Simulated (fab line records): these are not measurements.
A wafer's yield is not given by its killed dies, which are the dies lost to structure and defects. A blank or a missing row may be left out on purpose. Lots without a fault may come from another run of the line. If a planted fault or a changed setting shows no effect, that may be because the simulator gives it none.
Which of the tools did it?    flow rit cmos    7 lots with 21 wafers sampled at 2 steps, on a route of 202 steps

== WHAT THE GAUGES SHOWED, per wafer ==
RIT_WELLDRIVE_RS_MEAS_01: a four-point-probe measurement.
lot   measured     on             NWELL_RS (ohm/sq)
L921  day 2 18:41  film metro-04  275.4 275.6 276.0
L923  day 3 00:25  film metro-02  275.9 274.5 275.4
L925  day 3 09:17  film metro-04  273.1 274.3 274.0
L927  day 3 16:35  film metro-01  273.8 275.2 274.0
L929  day 4 04:13  film metro-04  301.0 301.1 300.3
L938  day 6 08:07  film metro-04  275.5 276.1 275.5
L940  day 6 11:16  film metro-02  275.3 275.7 276.2

== WHAT TOOL EACH LOT RAN ON (gives the tool, then ch and the chambers of the sampled wafers, and finally the start) ==
lot   RIT_WELLDRIVE_ANNEAL_00
L921  furnace-01 ch 0, day 2 13:35
L923  furnace-04 ch 0, day 2 19:19
L925  furnace-03 ch 0, day 3 04:11
L927  furnace-04 ch 0, day 3 11:28
L929  furnace-04 ch 0, day 3 23:08
L938  furnace-03 ch 0, day 6 02:59
L940  furnace-01 ch 0, day 6 06:10
- RIT_WELLDRIVE_ANNEAL_00: time 14700 s.

== THE ANSWER, worked out from the rows above alone ==
Rule: the usual values come from the lots themselves. The widest of any qualifying gaps counts: lots, ordered by their means at a reading, are off when they make up no more than a third of the lots, leave a main group of 4 or more, and stand apart from it by 3 or more times the standard deviation of that group's means. If all means in a main group match to the digits the tables above print for the reading, that group is not used. Also off: a lot with no number at a reading for which 4 or more lots have one. Where the step has rows for the other lots, those lots are counted as sound.
Off: L929, at RIT_WELLDRIVE_RS_MEAS_01 (NWELL_RS). For the main group the mean is 275.1 ohm/sq and the standard deviation 0.75.
A tool fits if, at a process step before that reading, it ran every lot that is off, and no sound lot after the first of them. Those tools and the gauges at RIT_WELLDRIVE_RS_MEAS_01 are tried in the same way. One fits: RIT_WELLDRIVE_ANNEAL_00 on furnace-04. A fault onset in the window from L927 (day 3 11:28, its last sound lot) to L929 (day 3 23:08, its first lot off) fits.

== WHAT THE SIMULATOR PUT IN ==
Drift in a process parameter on furnace-04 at RIT_WELLDRIVE_ANNEAL_00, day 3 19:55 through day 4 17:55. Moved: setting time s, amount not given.
Shown lots that were struck: L929. The rule above found the same.
